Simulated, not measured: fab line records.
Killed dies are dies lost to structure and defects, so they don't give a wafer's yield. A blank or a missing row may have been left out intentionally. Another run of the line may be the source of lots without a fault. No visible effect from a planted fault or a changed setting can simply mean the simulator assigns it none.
fab line records | flow rit-cmos
[record] lots = 7 | wafers = 21 | last-day = 7
route steps=202 shown ACTIVE@19 FOX1@20 FOX2@23 NWELL@28 M1@202
lots untouched by any fault: they come from a run of this same line in which no faults occurred
start-h: hours from the record's first day to the start of the lot's first wafer shown | wait-h: hours from the lot's prior step to this one | " identical to the entry in the row above | L1.1+2: a single row standing in for several wafers | - either no value or no given start | * or withheld: withheld | < > ~ a bound
route shown NAME@n: a module of which the file shows steps, and the number in the route of the first | usual: mean and standard deviation over wafers with no fault | same: alike in all rows | chamber/n: place in a boat | sites: each site's reading | _std_site: their standard deviation | _edge_site: mean of outer sites minus mean of inner sites | radius-mm: how far each site lies from the wafer's centre | mask NAME#n: copy n | behind: tool/chamber where the wafer was last shaped | hold: what put the lot on hold/how long, in hours/how the hold closed | device: the n, p or np transistor that did not switch | end of line: tests of these same wafers at the route's end | where a step has no rows: the recipe by itself | killed: the dies lost at the first sort to structure and to defects; this is not the yield of the wafer | map: dies across one wafer; x = killed, . = not, _ = none there
set.NAME: the run value of the setting; set.NAME@STEP: its run value at that earlier step | model.NAME: the simulator's own value behind a step, which no gauge read
lots at selected steps of the route; one table per step, one row per wafer
services: when a tool's chamber went out of use (start-h, in hours from the record's first day, below 0 if earlier), for how many hours, and the reason
[[steps]]
[step RIT_ACTIVE_CLEAN_17]
[recipe] chemistry = SC2 | mix = 3:3:50 | time-s = 600 | temp-c = 75 | dry = n2-spin
[step RIT_FOX1_OXIDATION_00]
[recipe] temp-c = 1100 | ambient = H2O | target-thk-a = 3507 | p-h2o-torr = 720 | ox-time-s = 1086
[step RIT_FOX1_THK_MEAS_01]
[recipe] reads = SiO2_of_FOX1_OXIDATION_00
[usual] FOX1_OXIDE_THK = 343/7.2
lot.wafer | tool          | chamber | start-h | wait-h | FOX1_OXIDE_THK[nm]
L603.2    | film-metro-03 | -       | 39.92   | 0.0    | 349
L603.3    | "             | -       | "       | "      | 343
L603.6    | "             | -       | "       | "      | 339
L604.1    | film-metro-02 | -       | 44.11   | 0.0    | 348
L604.2    | "             | -       | "       | "      | 349
L604.4    | "             | -       | "       | "      | 345
L610.3    | film-metro-01 | -       | 71.98   | 0.0    | 337
L610.4    | "             | -       | "       | "      | 338
L610.6    | "             | -       | "       | "      | 337
L611.1    | film-metro-03 | -       | 80.94   | 0.0    | 372
L611.2    | "             | -       | "       | "      | 361
L611.3    | "             | -       | "       | "      | 367
L613.3    | film-metro-02 | -       | 92.34   | 0.0    | 352
L613.5    | "             | -       | "       | "      | 357
L613.6    | "             | -       | "       | "      | 353
L615.1    | film-metro-02 | -       | 100.19  | 0.0    | 339
L615.2    | "             | -       | "       | "      | 340
L615.5    | "             | -       | "       | "      | 335
L620.2    | film-metro-02 | -       | 123.70  | 0.0    | 344
L620.4    | "             | -       | "       | "      | 335
L620.5    | "             | -       | "       | "      | 342
[step RIT_FOX1_WET_ETCH_02]
[recipe] chemistry = BOE | target-depth-nm = 350 | time-s = 390 | temp-c = 21.5 | dry = n2-spin | dilution = 10:1 | target = SiO2
[step RIT_FOX2_OXIDATION_00]
[recipe] temp-c = 1100 | ambient = H2O | target-thk-a = 3507 | p-h2o-torr = 720 | ox-time-s = 1130
[step RIT_FOX2_THK_MEAS_01]
[recipe] reads = SiO2_of_FOX2_OXIDATION_00
[usual] FOX2_OXIDE_THK = 349/7.3
lot.wafer | tool          | chamber | start-h | wait-h | FOX2_OXIDE_THK[nm]
L603.2    | film-metro-03 | -       | 41.99   | 0.0    | 357
L603.3    | "             | -       | "       | "      | 359
L603.6    | "             | -       | "       | "      | 359
L604.1    | film-metro-04 | -       | 45.61   | 0.0    | 344
L604.2    | "             | -       | "       | "      | 344
L604.4    | "             | -       | "       | "      | 343
L610.3    | film-metro-04 | -       | 73.47   | 0.0    | 362
L610.4    | "             | -       | "       | "      | 361
L610.6    | "             | -       | "       | "      | 366
L611.1    | film-metro-02 | -       | 85.87   | 0.0    | 340
L611.2    | "             | -       | "       | "      | 345
L611.3    | "             | -       | "       | "      | 341
L613.3    | film-metro-02 | -       | 95.59   | 0.0    | 349
L613.5    | "             | -       | "       | "      | 350
L613.6    | "             | -       | "       | "      | 354
L615.1    | film-metro-04 | -       | 104.74  | 0.0    | 347
L615.2    | "             | -       | "       | "      | 346
L615.5    | "             | -       | "       | "      | 339
L620.2    | film-metro-04 | -       | 125.19  | 0.0    | 346
L620.4    | "             | -       | "       | "      | 345
L620.5    | "             | -       | "       | "      | 346
[step RIT_FOX2_CLEAN_02]
[recipe] chemistry = dHF | dilution = 50:1 | time-s = 180
[step RIT_FOX2_WET_ETCH_03]
[recipe] chemistry = H3PO4 | target = Si3N4 | target-depth-nm = 195 | temp-c = 165 | time-s = 2700
[step RIT_FOX2_THK_MEAS_90]
[recipe] reads = SiO2_of_FOX2_OXIDATION_00
[usual] FIELD_OXIDE_LEFT_1_THK = 321/7.3
lot.wafer | tool          | chamber | start-h | wait-h | FIELD_OXIDE_LEFT_1_THK[nm]
L603.2    | film-metro-03 | -       | 42.87   | 0.0    | 329
L603.3    | "             | -       | "       | "      | 331
L603.6    | "             | -       | "       | "      | 332
L604.1    | film-metro-03 | -       | 46.48   | 0.0    | 317
L604.2    | "             | -       | "       | "      | 317
L604.4    | "             | -       | "       | "      | 316
L610.3    | film-metro-02 | -       | 74.35   | 0.0    | 335
L610.4    | "             | -       | "       | "      | 335
L610.6    | "             | -       | "       | "      | 339
L611.1    | film-metro-04 | -       | 86.75   | 0.0    | 312
L611.2    | "             | -       | "       | "      | 318
L611.3    | "             | -       | "       | "      | 313
L613.3    | film-metro-03 | -       | 96.46   | 0.0    | 322
L613.5    | "             | -       | "       | "      | 322
L613.6    | "             | -       | "       | "      | 326
L615.1    | film-metro-02 | -       | 105.68  | 0.0    | 320
L615.2    | "             | -       | "       | "      | 319
L615.5    | "             | -       | "       | "      | 313
L620.2    | film-metro-03 | -       | 126.06  | 0.0    | 319
L620.4    | "             | -       | "       | "      | 318
L620.5    | "             | -       | "       | "      | 319
[step RIT_NWELL_HMDS_00]
[recipe] prime-time-s = 60 | prime-temp-c = 140
[step RIT_NWELL_COAT_01]
[recipe] resist = NOVOLAK | spin-rpm = 2000 | resist-thk-nm = 1300
[step RIT_NWELL_SOFTBAKE_02]
[recipe] resist = NOVOLAK | temp-c = 90 | time-s = 60
[step RIT_NWELL_EXPOSE_03]
[recipe] mask-id = M2 | na = 0.57 | target-cd-nm = 43900 | dose-mj = 250
lot.wafer  | tool             | chamber | start-h | wait-h | mask | model.NWELL.overlay-x-nm
L603.2+3+6 | iline-stepper-02 | 0       | 43.51   | 0.2    | M2#0 | -1.176
L604.1+2+4 | iline-stepper-01 | 0       | 47.12   | 0.3    | M2#0 | 0.6769
L610.3+4+6 | iline-stepper-02 | 0       | 74.88   | 0.1    | M2#0 | 2.257
L611.1+2+3 | iline-stepper-01 | 0       | 87.38   | 0.2    | M2#0 | -0.04012
L613.3+5+6 | iline-stepper-02 | 0       | 97.25   | 0.2    | M2#0 | 2.702
L615.1+2+5 | iline-stepper-02 | 0       | 106.45  | 0.2    | M2#0 | 1.76
L620.2+4+5 | iline-stepper-01 | 0       | 126.58  | 0.1    | M2#0 | 0.8143
[step RIT_NWELL_PEB_04]
[recipe] resist = NOVOLAK | temp-c = withheld | time-s = withheld
[step RIT_M1_PROBE_99]
[usual] killed-at-contacts = 0.0/0.18 | killed-at-front-end = 7/3.4 | killed-dies = 7/3.4 | killed-open = 3.7/2.2 | killed-short = 3.6/2.2
[same] gross-dies = 264 | killed_at_M0_to_M3 = 0 | killed_at_M4_up = 0 | killed-at-back-side = 0 | killed-at-other = 0
lot.wafer | tool      | chamber | start-h | wait-h | killed-at-contacts | killed-at-front-end | killed-dies | killed-open | killed-short
L603.2    | prober-02 | -       | 81.78   | 0.1    | 0                  | 11                  | 11          | 4           | 7
L603.3    | prober-02 | -       | 81.83   | 0.2    | 0                  | 12                  | 12          | 4           | 8
L603.6    | prober-02 | -       | 81.98   | 0.2    | 0                  | 4                   | 4           | 0           | 4
L604.1    | prober-01 | -       | 87.17   | 0.1    | 0                  | 4                   | 4           | 4           | 0
L604.2    | prober-01 | -       | 87.22   | 0.1    | 0                  | 6                   | 6           | 4           | 2
L604.4    | prober-01 | -       | 87.32   | 0.2    | 0                  | 1                   | 1           | 1           | 0
L610.3    | prober-01 | -       | 118.70  | 0.2    | 0                  | 13                  | 13          | 7           | 6
L610.4    | prober-01 | -       | 118.75  | 0.2    | 0                  | 9                   | 9           | 6           | 3
L610.6    | prober-01 | -       | 118.85  | 0.2    | 0                  | 10                  | 10          | 6           | 4
L613.3    | prober-02 | -       | 139.45  | 0.2    | 0                  | 8                   | 8           | 6           | 2
L613.5    | prober-02 | -       | 139.55  | 0.2    | 1                  | 9                   | 10          | 6           | 4
L613.6    | prober-02 | -       | 139.60  | 0.2    | 0                  | 9                   | 9           | 5           | 4
L620.2    | prober-01 | -       | 164.11  | 0.1    | 0                  | 9                   | 9           | 5           | 4
L620.4    | prober-01 | -       | 164.21  | 0.2    | 1                  | 13                  | 14          | 6           | 8
L620.5    | prober-01 | -       | 164.26  | 0.2    | 0                  | 6                   | 6           | 2           | 4
// killed by level:class
L603.2 SPACER:geometric-particle:short=3 GATE:geometric-particle:short=2 REOX:geometric-particle:open=2 GATE:geometric-particle:open=1 REOX:geometric-particle:short=1 SILICIDE:geometric-particle:short=1 SILICIDE:geometric-particle:open=1
L603.3 GATE:geometric-particle:short=5 REOX:geometric-particle:open=3 SPACER:geometric-particle:short=2 FOX1:geometric-particle:short=1 SPACER:geometric-particle:open=1
L603.6 SPACER:geometric-particle:short=2 SILICIDE:geometric-particle:short=2
L604.1 GATE:geometric-particle:open=2 FOX1:geometric-particle:open=1 REOX:geometric-particle:open=1
L604.2 FOX1:geometric-particle:open=1 FOX1:geometric-particle:short=1 SILICIDE:geometric-particle:open=1 FOX2:geometric-particle:open=1 GATE:geometric-particle:open=1 GATE:geometric-particle:short=1
L604.4 FOX1:geometric-particle:open=1
L610.3 GATE:geometric-particle:short=5 FOX1:geometric-particle:open=3 GATE:geometric-particle:open=3 SILICIDE:geometric-particle:short=1 SILICIDE:geometric-particle:open=1
L610.4 GATE:geometric-particle:open=3 REOX:geometric-particle:open=2 FOX1:geometric-particle:open=1 GATE:geometric-particle:short=1 REOX:geometric-particle:short=1 SILICIDE:geometric-particle:short=1
L610.6 FOX1:geometric-particle:open=2 FOX1:geometric-particle:short=1 FOX2:geometric-particle:open=1 GATE:geometric-particle:short=1 GATE:geometric-particle:open=1 REOX:geometric-particle:short=1 REOX:geometric-particle:open=1 SPACER:geometric-particle:open=1
L613.3 GATE:geometric-particle:open=5 GATE:geometric-particle:short=2 SILICIDE:geometric-particle:open=1
L613.5 GATE:geometric-particle:open=3 GATE:geometric-particle:short=2 REOX:geometric-particle:open=2 REOX:geometric-particle:short=1 SPACER:geometric-particle:short=1 CONTACT:geometric-particle:open=1
L613.6 GATE:geometric-particle:short=3 GATE:geometric-particle:open=3 FOX1:geometric-particle:short=1 FOX1:geometric-particle:open=1 FOX2:geometric-particle:open=1
L620.2 GATE:geometric-particle:open=3 GATE:geometric-particle:short=2 FOX1:geometric-particle:short=1 FOX2:geometric-particle:open=1 SPACER:geometric-particle:open=1 SPACER:geometric-particle:short=1
L620.4 SPACER:geometric-particle:short=4 FOX2:geometric-particle:short=2 SPACER:geometric-particle:open=2 SILICIDE:geometric-particle:open=2 GATE:geometric-particle:short=1 GATE:geometric-particle:open=1 SILICIDE:geometric-particle:short=1 CONTACT:geometric-particle:open=1
L620.5 FOX1:geometric-particle:open=1 FOX2:geometric-particle:short=1 GATE:geometric-particle:short=1 GATE:geometric-particle:open=1 SPACER:geometric-particle:short=1 SILICIDE:geometric-particle:short=1
[[services]]
tool             | chamber | start-h | hours | kind
iline-stepper-02 | -       | 44.25   | 6.6   | repair
iline-stepper-02 | -       | 106.89  | 30.5  | repair
iline-stepper-02 | 0       | 114.04  | -     | calibration
[[key]]
first-sign none at tools or gauges
[model-effect] step = RIT_NWELL_EXPOSE_03 | value = NWELL.overlay-x-nm | without = -0.1081 | struck = 2.24
met-at RIT_NWELL_EXPOSE_03
struck-wafers L610.3,L610.4,L610.6,L613.3,L613.5,L613.6,L615.1,L615.2,L615.5
tester-left-out L610,L613,L615
onset-between 43.51 74.88
[fault] kind = scanner-matching-overlay | tool = iline-stepper-02 | chamber = - | onset-h = 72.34 | steps = RIT_NWELL_EXPOSE_03 | offset = 2.3478
// tester-left-out: of these lots the tester's yield and bins aren't shown, on N5 and GAA mostly nor the transistor test; their killed dies are dies lost to structure and defects alone, not to doping, threshold or leakage, so they don't give the yield
